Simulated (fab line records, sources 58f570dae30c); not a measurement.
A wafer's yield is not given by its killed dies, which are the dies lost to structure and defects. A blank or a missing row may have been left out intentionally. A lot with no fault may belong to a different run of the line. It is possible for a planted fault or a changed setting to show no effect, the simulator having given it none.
Which tool is to blame?	flow berkeley-cmos170	7 lots with 21 wafers sampled at 2 steps, on a route of 331 steps

== WHAT EACH GAUGE READ, for each wafer ==
UCB170_NVT_TW_MEAS_09.
lot	measured	on	NVT_TW
L162	day 7 00:31	film-metro-03	530 530 530
L165	day 7 08:17	film-metro-03	533 531 528
L163	day 7 13:22	film-metro-03	529 532 528
L173	day 8 22:49	film-metro-02	524 522 522
L179	day 10 06:53	film-metro-02	520 521 521
L181	day 10 19:11	film-metro-03	531 527 527
L182	day 10 19:24	film-metro-02	520 518 522

== WHICH TOOL RAN EACH LOT (tool, then ch and the chambers of the sampled wafers, then the start) ==
lot	UCB170_NVT_IMPLANT_07
L162	implanter-04 ch 0, day 7 00:16
L165	implanter-04 ch 0, day 7 07:59
L163	implanter-03 ch 0, day 7 13:07
L173	implanter-04 ch 0, day 8 22:32
L179	implanter-03 ch 0, day 10 06:38
L181	implanter-03 ch 0, day 10 18:58
L182	implanter-03 ch 0, day 10 19:10
- UCB170_NVT_IMPLANT_07

== THE ANSWER, worked out from the rows above alone ==
Rule: the usual values come from the lots themselves. The widest of any qualifying gaps counts: lots, ordered by their means at a reading, are off when they make up no more than a third of the lots, leave a main group of 4 or more, and stand apart from it by 3 or more times the standard deviation of that group's means. Not used: any main group whose means are identical at the precision the tables above print for the reading. Also off: a lot with no number at a reading for which 4 or more lots have one. Where the step has rows for the other lots, those lots are counted as sound.
Nothing can be told from this: no lot is off at any reading shown.

== WHAT THE SIMULATOR HAD PUT IN ==
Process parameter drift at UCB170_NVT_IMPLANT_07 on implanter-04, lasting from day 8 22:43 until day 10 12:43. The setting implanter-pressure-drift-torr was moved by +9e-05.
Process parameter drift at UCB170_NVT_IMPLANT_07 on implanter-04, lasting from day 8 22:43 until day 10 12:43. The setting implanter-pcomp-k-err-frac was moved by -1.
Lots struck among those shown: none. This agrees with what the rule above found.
